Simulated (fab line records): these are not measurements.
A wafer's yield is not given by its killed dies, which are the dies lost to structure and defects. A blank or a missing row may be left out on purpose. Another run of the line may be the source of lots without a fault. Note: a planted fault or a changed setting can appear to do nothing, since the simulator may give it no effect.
Which of the tools did it? | flow berkeley cmos170 | 13 lots, 39 wafers sampled, at 5 steps of a route of 331

## WHAT THE GAUGES READ, wafer by wafer
UCB170_SILICIDE_THK_MEAS_03: measures by xrf. Usual: SILICIDE_TI_THK 30.2 nm, standard deviation 0.36.
lot  | measured     | on            | SILICIDE_TI_THK (nm) | flag
L405 | day 7 12:01  | film metro-02 | 29.6 29.2 29.8       |
L406 | day 8 01:44  | film metro-03 | 30.0 30.4 30.3       |
L409 | day 9 00:31  | film metro-03 | 30.5 30.5 30.5       |
L408 | day 9 01:04  | film metro-03 | 30.4 30.3 30.1       |
L407 | day 9 01:14  | film metro-01 | 30.9 30.7 30.8       |
L415 | day 10 12:53 | film metro-03 | 30.2 30.3 30.3       |
L417 | day 10 13:22 | film metro-01 | 29.9 30.0 29.7       |
L421 | day 11 13:55 | film metro-03 | 29.3 29.7 29.5       |
L420 | day 11 14:07 | film metro-02 | 30.6 31.1 30.8       |
L423 | day 11 20:04 | film metro-03 | 30.2 30.5 30.3       |
L425 | day 12 05:47 | film metro-03 | 30.4 30.4 30.8       |
L424 | day 12 06:14 | film metro-02 | 30.0 30.1 30.1       |
L428 | day 13 19:17 | film metro-02 | 30.4 30.2 30.1       |

UCB170_M3_CD_MEAS_15: target cd 700 nm. Usual: cd nm at 699.9 nm, with a standard deviation of 1.7.
lot  | measured     | on        | cd nm (nm)                          | flag
L405 | day 8 07:43  | cd sem-01 | 700.2 700.7 699.9                   |
L406 | day 8 19:26  | cd sem-01 | 697.9 697.2 698.5                   |
L409 | day 10 00:04 | cd sem-01 | 701.2 701.4 701.2                   |
L408 | day 10 02:52 | cd sem-01 | 701.8 701.4 701.2                   |
L407 | day 10 00:04 | cd sem-02 | 699.4 698.2 700.4                   |
L415 | day 11 07:02 | cd sem-01 | 705.2 704.0 705.7 705.6 703.7 705.7 |
L417 | day 11 10:22 | cd sem-01 | 699.0 698.6 698.4                   |
L421 | day 12 09:58 | cd sem-02 | 696.1 697.2 696.2                   |
L420 | day 12 11:10 | cd sem-02 | 699.9 701.5 700.3                   |
L423 | day 12 17:30 | cd sem-01 | 699.0 701.2 700.5                   |
L425 | day 13 05:50 | cd sem-01 | 700.1 701.6 702.2                   |
L424 | day 13 06:34 | cd sem-01 | 700.4 701.6 701.7                   |
L428 | day 14 19:19 | cd sem-02 | 700.0 700.9 700.5                   |

## EACH LOT AND THE TOOL THAT RAN IT (in order: tool; ch and the chambers of the sampled wafers; start)
lot  | UCB170_V1_ETCH_14                  | UCB170_M2_STRIP_07                   | UCB170_M3_COAT_10
L405 | rie diel-02 ch 0,1,2, day 8 00:10  | plasma asher-03 ch 0,1, day 8 01:21  | litho track-01 ch 0, day 8 06:00
L406 | rie diel-01 ch 2,3, day 8 11:41    | plasma asher-03 ch 0,1, day 8 13:20  | litho track-04 ch 0, day 8 18:00
L409 | rie diel-02 ch 0,2,3, day 9 14:44  | plasma asher-04 ch 0, day 9 15:55    | litho track-04 ch 0, day 9 23:00
L408 | rie diel-02 ch 0,1,2, day 9 16:48  | plasma asher-03 ch 0,1, day 9 17:59  | litho track-01 ch 0, day 10 01:00
L407 | rie diel-01 ch 1,2, day 9 14:59    | plasma asher-01 ch 0,1, day 9 16:22  | litho track-02 ch 0, day 9 22:00
L415 | rie diel-04 ch 0,2,3, day 10 23:06 | plasma asher-03 ch 0,1, day 11 00:17 | litho track-01 ch 0, day 11 06:00
L417 | rie diel-04 ch 0,2,3, day 11 00:59 | plasma asher-03 ch 0,1, day 11 02:10 | litho track-04 ch 0, day 11 09:00
L421 | rie diel-02 ch 1,2, day 12 01:17   | plasma asher-04 ch 0,1, day 12 03:08 | litho track-02 ch 0, day 12 09:00
L420 | rie diel-02 ch 1,3, day 12 03:23   | plasma asher-01 ch 0,1, day 12 04:43 | litho track-04 ch 0, day 12 10:00
L423 | rie diel-04 ch 0,2,3, day 12 08:06 | plasma asher-04 ch 0,1, day 12 09:31 | litho track-04 ch 0, day 12 16:00
L425 | rie diel-01 ch 1,2,3, day 12 19:38 | plasma asher-04 ch 0,1, day 12 20:49 | litho track-04 ch 0, day 13 04:00
L424 | rie diel-02 ch 2,3, day 12 20:52   | plasma asher-04 ch 0,1, day 12 22:05 | litho track-04 ch 0, day 13 05:00
L428 | rie diel-04 ch 0,3, day 14 08:13   | plasma asher-04 ch 0,1, day 14 09:32 | litho track-01 ch 0, day 14 18:00
- UCB170_V1_ETCH_14: etches SiO2 in CHF3/CF4/Ar, stops on Al, target depth 1250 nm, time 291 s.
- UCB170_M2_STRIP_07: strips in O2.
- UCB170_M3_COAT_10: resist thk 900 nm.

## AS READ BY THE TOOLS THEMSELVES (means over the sampled wafers that have a number; for cases with no such wafer, the mark the record gives instead)
UCB170_V1_ETCH_14. Usual: drypump motor current A 6.0 A, standard deviation 0.43; mfc ar sccm 149.9 sccm, standard deviation 0.45; oes product au 0.875 a.u., standard deviation 0.011; throttle valve pct 6.92 %, standard deviation 0.12.
lot  | tool        | drypump motor current A (A) | mfc ar sccm (sccm) | oes product au (a.u.) | throttle valve pct (%) | flag
L405 | rie diel-02 | 5.8                         | 149.8              | 0.882                 | 6.95                   |
L406 | rie diel-01 | 6.0                         | 149.8              | 0.869                 | 6.85                   |
L409 | rie diel-02 | 6.0                         | 149.9              | 0.887                 | 6.92                   |
L408 | rie diel-02 | 5.8                         | 149.8              | 0.875                 | 6.94                   |
L407 | rie diel-01 | 5.8                         | 150.0              | 0.873                 | 7.04                   |
L415 | rie diel-04 | 6.1                         | 150.0              | 0.870                 | 6.89                   |
L417 | rie diel-04 | 6.1                         | 149.9              | 0.871                 | 6.91                   |
L421 | rie diel-02 | 6.0                         | 150.0              | 0.878                 | 6.98                   |
L420 | rie diel-02 | 6.0                         | 149.9              | 0.879                 | 6.89                   |
L423 | rie diel-04 | 6.1                         | 149.7              | 0.871                 | 6.90                   |
L425 | rie diel-01 | 5.9                         | 150.4              | 0.872                 | 6.93                   |
L424 | rie diel-02 | 6.2                         | 149.7              | 0.891                 | 7.04                   |
L428 | rie diel-04 | 6.2                         | 150.1              | 0.866                 | 6.85                   |

UCB170_M2_STRIP_07. Usual: drypump motor current A 6.23 A, standard deviation 0.23; oes product au 0.734 a.u., standard deviation 0.0039; strip time to endpoint s 21.95 s, standard deviation 0.075.
lot  | tool            | drypump motor current A (A) | oes product au (a.u.) | strip time to endpoint s (s) | flag
L405 | plasma asher-03 | 6.32                        | 0.735                 | 21.82                        |
L406 | plasma asher-03 | 6.32                        | 0.733                 | 21.90                        |
L409 | plasma asher-04 | 6.38                        | 0.734                 | 21.87                        |
L408 | plasma asher-03 | 6.09                        | 0.733                 | 21.83                        |
L407 | plasma asher-01 | 6.25                        | 0.733                 | 22.01                        |
L415 | plasma asher-03 | 6.34                        | 0.729                 | 21.98                        |
L417 | plasma asher-03 | 6.32                        | 0.731                 | 21.85                        |
L421 | plasma asher-04 | 6.14                        | 0.736                 | 21.91                        |
L420 | plasma asher-01 | 6.26                        | 0.734                 | 22.06                        |
L423 | plasma asher-04 | 6.16                        | 0.737                 | 21.94                        |
L425 | plasma asher-04 | 6.25                        | 0.736                 | 21.91                        |
L424 | plasma asher-04 | 6.26                        | 0.738                 | 22.00                        |
L428 | plasma asher-04 | 6.26                        | 0.733                 | 21.86                        |

UCB170_M3_COAT_10. Usual: resist line temp C at 22.98 C, with a standard deviation of 0.12.
lot  | tool           | resist line temp C (C) | flag
L405 | litho track-01 | 23.11                  |
L406 | litho track-04 | 23.04                  |
L409 | litho track-04 | 23.11                  |
L408 | litho track-01 | 23.05                  |
L407 | litho track-02 | 22.85                  |
L415 | litho track-01 | 23.02                  |
L417 | litho track-04 | 23.08                  |
L421 | litho track-02 | 23.04                  |
L420 | litho track-04 | 23.16                  |
L423 | litho track-04 | 22.94                  |
L425 | litho track-04 | 22.93                  |
L424 | litho track-04 | 23.07                  |
L428 | litho track-01 | 23.04                  |

## THE ANSWER, worked out from the rows above alone
Rule: take the mean of a lot's wafers that have a number; if it is more than 3 standard deviations from the usual mean, the lot is off. Also off: a lot with no number at a reading for which 4 or more lots have one. Where the step has rows for the other lots, those lots are counted as sound. After the gauges, taken in route order, come the tools' own readings; for these a lot's mean is taken, as printed above. At the first step where some lot is off, the reading lying furthest off is the one used; lots without a number count as furthest.
No lot is off at any reading shown: from this, nothing can be told.

## WHAT WAS PUT IN BY THE SIMULATOR
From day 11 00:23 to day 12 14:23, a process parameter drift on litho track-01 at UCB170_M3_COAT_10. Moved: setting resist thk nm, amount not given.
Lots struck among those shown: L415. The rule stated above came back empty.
